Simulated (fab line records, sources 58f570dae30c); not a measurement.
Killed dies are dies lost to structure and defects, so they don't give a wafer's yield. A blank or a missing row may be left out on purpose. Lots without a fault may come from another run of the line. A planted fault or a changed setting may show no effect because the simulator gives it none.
One fault seen from 2 desks | flow berkeley_cmos170 | each desk has only its own numbers; what lay behind them comes last

THE TOOL OWNER'S DESK: krf_scanner-02
The tool's own readings at UCB170_ZERO_EXPOSE_03 (exposes mask PM MARKS, target cd 4000 nm): means of the sampled wafers that have a number, for each lot that ran on this tool. A lot is out of limits, marked OUT, if its mean lies more than 4 standard deviations from the usual mean; the brackets give that distance.
Columns: A = exposure_dose_mJ_cm2 at UCB170_ZERO_EXPOSE_03, usual 30.003; B = focus_offset_nm at UCB170_ZERO_EXPOSE_03, usual 0.0 nm
lot  | first seen here | A      | B
L169 | day 3 10:48     | 30.008 | 0.0
L172 | day 4 00:29     | 30.018 | 0.6
L182 | day 6 02:17     | 30.053 | 0.0
L183 | day 6 09:44     | 30.030 | 0.2
This desk's finding: nothing out of limits on any of the 4 lots.

THE METROLOGY DESK
What the gauges read, lot by lot, whatever tool the lot ran on: means of the sampled wafers that have a number. A lot is out of limits, marked OUT, if its mean lies more than 4 standard deviations from the usual mean; the brackets give that distance.
Columns: A = START_OXIDE_THK at UCB170_START_THK_MEAS_03, usual 20.0 nm; B = PVT_OVL at UCB170_PVT_OVL_MEAS_06, usual -1 nm
lot  | first seen here | A    | B
L161 | day 1 13:46     | 19.2 | -3
L162 | day 1 19:09     | 19.9 | 1
L164 | day 2 04:50     | 20.4 | 5
L167 | day 2 21:19     | 20.4 | -10
L168 | day 3 01:20     | 20.2 | -4
L169 | day 3 05:53     | 19.5 | -5
L170 | day 3 12:26     | 20.0 | -3
L172 | day 3 18:57     | 19.6 | -2
L171 | day 3 18:58     | 20.2 | -
L173 | day 4 01:55     | 19.7 | -
L175 | day 4 13:18     | 19.5 | 4
L182 | day 5 23:14     | 19.8 | 4
L183 | day 6 04:29     | 20.4 | -3
L184 | day 6 09:56     | 20.7 | 8
This desk's finding: nothing out of limits on any of the 14 lots.

PUT TOGETHER
The tool owner's desk saw nothing out of limits.
The metrology desk saw nothing out of limits.

WHAT THE SIMULATOR HAD PUT IN
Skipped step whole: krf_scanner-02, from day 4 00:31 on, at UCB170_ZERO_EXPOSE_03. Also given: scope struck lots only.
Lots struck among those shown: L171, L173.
